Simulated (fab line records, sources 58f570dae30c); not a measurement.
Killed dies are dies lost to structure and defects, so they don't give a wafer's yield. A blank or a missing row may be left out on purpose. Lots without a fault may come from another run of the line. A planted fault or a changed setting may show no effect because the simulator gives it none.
Which tool did it? | flow berkeley_cmos170 | 14 lots, 42 wafers sampled, at 6 steps of a route of 331

WHAT THE GAUGES READ, wafer by wafer
UCB170_ACTIVE_THK_MEAS_06. Usual: ACTIVE_NITRIDE_THK 218.2 nm, standard deviation 2.3.
lot  | measured    | on            | ACTIVE_NITRIDE_THK (nm) | flag
L259 | day 4 14:34 | film_metro-01 | 216.8 216.9 217.1       |
L257 | day 4 14:38 | film_metro-03 | 219.1 220.3 219.1       |
L260 | day 4 19:50 | film_metro-02 | 216.9 216.3 216.4       |
L261 | day 5 04:58 | film_metro-01 | 222.2 222.0 217.6       |
L263 | day 5 13:53 | film_metro-02 | 216.5 217.1 215.4       |
L265 | day 5 13:57 | film_metro-01 | 216.4 217.8 216.2       |
L266 | day 6 00:55 | film_metro-02 | 216.5 216.5 214.6       |
L267 | day 6 16:04 | film_metro-01 | 218.5 218.3 216.5       |
L268 | day 6 20:36 | film_metro-02 | 216.6 214.5 216.9       |
L271 | day 6 22:31 | film_metro-01 | 217.5 217.0 217.1       |
L269 | day 6 22:34 | film_metro-03 | 217.9 217.5 217.8       |
L273 | day 7 19:43 | film_metro-01 | 221.0 221.4 221.2       |
L276 | day 8 21:57 | film_metro-01 | 220.0 220.9 218.8       |
L279 | day 8 21:58 | film_metro-02 | 217.2 216.9 216.8       |

UCB170_NLDD_TW_MEAS_11. Usual: NLDD_TW 2229, standard deviation 20.
lot  | measured     | on            | NLDD_TW        | flag
L259 | day 7 01:13  | film_metro-02 | 2236 2229 2243 |
L257 | day 7 02:23  | film_metro-03 | 2239 2249 2252 |
L260 | day 7 01:18  | film_metro-03 | 2239 2239 2246 |
L261 | day 7 15:36  | film_metro-01 | 2213 2214 2203 |
L263 | day 7 22:08  | film_metro-03 | 2253 2224 2230 |
L265 | day 7 22:40  | film_metro-02 | 2252 2240 2243 |
L266 | day 8 06:30  | film_metro-02 | 2261 2254 2249 |
L267 | day 8 22:36  | film_metro-01 | 2208 2201 2200 |
L268 | day 9 09:17  | film_metro-02 | 2240 2263 2255 |
L271 | day 9 09:39  | film_metro-02 | 2264 2250 2263 |
L269 | day 9 09:00  | film_metro-03 | 2246 2246 2264 |
L273 | day 9 23:40  | film_metro-01 | 2203 2201 2197 |
L276 | day 10 18:02 | film_metro-03 | 2304 2297 2290 | OFF
L279 | day 10 19:19 | film_metro-02 | 2312 2315 2318 | OFF

UCB170_SDANNEAL_RS_MEAS_05: measures by four-point-probe. Usual: NLDD_RS 615.9 ohm/sq, standard deviation 1.4.
lot  | measured     | on            | NLDD_RS (ohm/sq)  | flag
L259 | day 7 08:59  | film_metro-03 | 617.8 618.6 618.3 |
L257 | day 7 12:08  | film_metro-01 | 616.1 615.4 615.4 |
L260 | day 7 09:13  | film_metro-01 | 614.9 614.7 614.0 |
L261 | day 8 02:10  | film_metro-02 | 617.0 617.4 617.3 |
L263 | day 8 10:04  | film_metro-03 | 618.6 617.3 620.1 |
L265 | day 8 10:16  | film_metro-02 | 616.8 616.6 615.2 |
L266 | day 9 01:38  | film_metro-03 | 616.7 614.9 617.3 |
L267 | day 9 08:29  | film_metro-02 | 616.7 616.4 618.5 |
L268 | day 9 20:16  | film_metro-02 | 616.1 615.2 615.6 |
L271 | day 9 20:39  | film_metro-01 | 612.0 614.8 614.0 |
L269 | day 9 20:55  | film_metro-02 | 615.4 615.9 614.7 |
L273 | day 10 08:02 | film_metro-01 | 614.7 615.7 615.2 |
L276 | day 11 07:55 | film_metro-01 | 572.8 571.7 572.2 | OFF
L279 | day 11 05:38 | film_metro-02 | 575.0 573.4 574.5 | OFF

UCB170_M3_OVL_MEAS_16. Usual: M3_OVL 4 nm, standard deviation 6.
lot  | measured     | on         | M3_OVL (nm) | flag
L259 | day 8 08:25  | overlay-01 | -2 1 -2     |
L257 | day 9 02:19  | overlay-01 | -9 -1 0     |
L260 | day 8 08:19  | overlay-01 | 3 3 9       |
L261 | day 9 12:01  | overlay-02 | -1 -14 -2   |
L263 | day 9 13:17  | overlay-01 | 7 10 -1     |
L265 | day 9 13:40  | overlay-02 | 2 -1 1      |
L266 | day 10 05:18 | overlay-02 | 12 3 10     |
L267 | day 10 07:20 | overlay-02 | 11 6 -2     |
L268 | day 10 20:22 | overlay-01 | -5 -3 -2    |
L271 | day 10 21:22 | overlay-01 | -4 -4 1     |
L269 | day 10 23:26 | overlay-02 | 14 13 17    |
L273 | day 11 12:14 | overlay-01 | 9 12 5      |
L276 | day 12 08:01 | overlay-01 | 6 10 8      |
L279 | day 12 03:54 | overlay-02 | 12 13 16    |

WHICH TOOL RAN EACH LOT (tool, then ch and the chambers of the sampled wafers, then the start)
lot  | UCB170_NLDD_IMPLANT_09          | UCB170_CONTACT_RTA_08
L259 | implanter-02 ch 0, day 7 00:58  | rtp_anneal-01 ch 0, day 7 13:07
L257 | implanter-03 ch 0, day 7 02:10  | rtp_anneal-01 ch 0, day 7 18:59
L260 | implanter-03 ch 0, day 7 01:03  | rtp_anneal-02 ch 0, day 7 13:28
L261 | implanter-02 ch 0, day 7 15:22  | rtp_anneal-01 ch 0, day 8 06:17
L263 | implanter-02 ch 0, day 7 21:53  | rtp_anneal-01 ch 0, day 8 13:58
L265 | implanter-02 ch 0, day 7 22:25  | rtp_anneal-02 ch 0, day 8 13:58
L266 | implanter-03 ch 0, day 8 06:15  | rtp_anneal-01 ch 0, day 9 09:47
L267 | implanter-02 ch 0, day 8 22:22  | rtp_anneal-02 ch 0, day 9 11:50
L268 | implanter-01 ch 0, day 9 09:02  | rtp_anneal-02 ch 0, day 10 00:07
L271 | implanter-03 ch 0, day 9 09:24  | rtp_anneal-02 ch 0, day 10 01:40
L269 | implanter-03 ch 0, day 9 08:46  | rtp_anneal-01 ch 0, day 10 02:05
L273 | implanter-03 ch 0, day 9 23:25  | rtp_anneal-01 ch 0, day 10 11:16
L276 | implanter-02 ch 0, day 10 17:49 | rtp_anneal-02 ch 0, day 11 12:27
L279 | implanter-02 ch 0, day 10 19:05 | rtp_anneal-01 ch 0, day 11 08:51
- UCB170_NLDD_IMPLANT_09
- UCB170_CONTACT_RTA_08: time 10 s.

WHAT THE TOOLS THEMSELVES READ (means of the sampled wafers that have a number; where no wafer has one, the mark that the record gives instead)
UCB170_NLDD_IMPLANT_09. Usual: dose_ions_cm2 5e+13, standard deviation 5.3e+10; faraday_current_uA 159, standard deviation 3; tilt_deg 7.004 degrees, standard deviation 0.021.
lot  | tool         | dose_ions_cm2 | faraday_current_uA | tilt_deg (degrees) | flag
L259 | implanter-02 | 5e+13         | 160                | 7.001              |
L257 | implanter-03 | 5e+13         | 161                | 7.011              |
L260 | implanter-03 | 5e+13         | 161                | 6.996              |
L261 | implanter-02 | 5e+13         | 160                | 7.000              |
L263 | implanter-02 | 5e+13         | 158                | 7.000              |
L265 | implanter-02 | 5e+13         | 157                | 6.980              |
L266 | implanter-03 | 5e+13         | 159                | 7.020              |
L267 | implanter-02 | 5e+13         | 159                | 7.008              |
L268 | implanter-01 | 5e+13         | 161                | 7.029              |
L271 | implanter-03 | 5e+13         | 159                | 7.008              |
L269 | implanter-03 | 5e+13         | 159                | 7.034              |
L273 | implanter-03 | 5e+13         | 158                | 7.006              |
L276 | implanter-02 | 6e+13         | 188                | 7.024              | OFF
L279 | implanter-02 | 6e+13         | 197                | 6.966              | OFF

UCB170_CONTACT_RTA_08. Usual: lamp_power_pct 25.6 %, standard deviation 0.5; wafer_temp_C_max 904.4, standard deviation 1.2.
lot  | tool          | lamp_power_pct (%) | wafer_temp_C_max | flag
L259 | rtp_anneal-01 | 26.1               | 906.1            |
L257 | rtp_anneal-01 | 26.0               | 904.6            |
L260 | rtp_anneal-02 | 25.1               | 904.3            |
L261 | rtp_anneal-01 | 26.1               | 904.8            |
L263 | rtp_anneal-01 | 26.0               | 905.6            |
L265 | rtp_anneal-02 | 25.1               | 903.6            |
L266 | rtp_anneal-01 | 26.1               | 905.7            |
L267 | rtp_anneal-02 | 25.1               | 903.3            |
L268 | rtp_anneal-02 | 25.1               | 903.4            |
L271 | rtp_anneal-02 | 25.1               | 902.9            |
L269 | rtp_anneal-01 | 26.0               | 905.5            |
L273 | rtp_anneal-01 | 26.1               | 904.3            |
L276 | rtp_anneal-02 | 25.1               | 903.2            |
L279 | rtp_anneal-01 | 26.1               | 904.6            |

THE ANSWER, worked out from the rows above alone
Rule: a lot is off if the mean of its wafers that have a number lies more than 3 standard deviations from the usual mean. A lot without any number at a reading at which 4 lots or more have one is off too. The other lots that the step has rows for count as sound. The gauges are gone through in route order, then the tools' own readings, and for those a lot's mean is taken as printed above. The first step at which some lot is off is used, and at that step the reading that is off furthest; a lot without a number counts as furthest.
Off: L276, L279, at UCB170_NLDD_TW_MEAS_11 (NLDD_TW).
A tool fits if, at a process step before that reading, it ran every lot that is off, and no sound lot after the first of them. The gauges at UCB170_NLDD_TW_MEAS_11 aren't tried: what is off there is off at UCB170_NLDD_IMPLANT_09 too, on other tools, and a gauge's error can't cause that. One fits: implanter-02 at UCB170_NLDD_IMPLANT_09. Its last sound lot is L267 (day 8 22:22), its first lot that is off L276 (day 10 17:49): a fault that began between those two fits.
The tool's own readings at UCB170_NLDD_IMPLANT_09 bear it out: on the lots that are off they differ by more than 5 times the standard deviation of the sound lots' means. dose_ions_cm2 reads 6e+13 there against 5e+13 on the sound lots; faraday_current_uA reads 192 there against 159 on the sound lots.

WHAT THE SIMULATOR HAD PUT IN
Process parameter drift: implanter-02, from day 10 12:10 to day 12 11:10, at UCB170_NLDD_IMPLANT_09. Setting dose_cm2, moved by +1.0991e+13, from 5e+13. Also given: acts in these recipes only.
Lots struck among those shown: L276, L279. The rule above found the same.
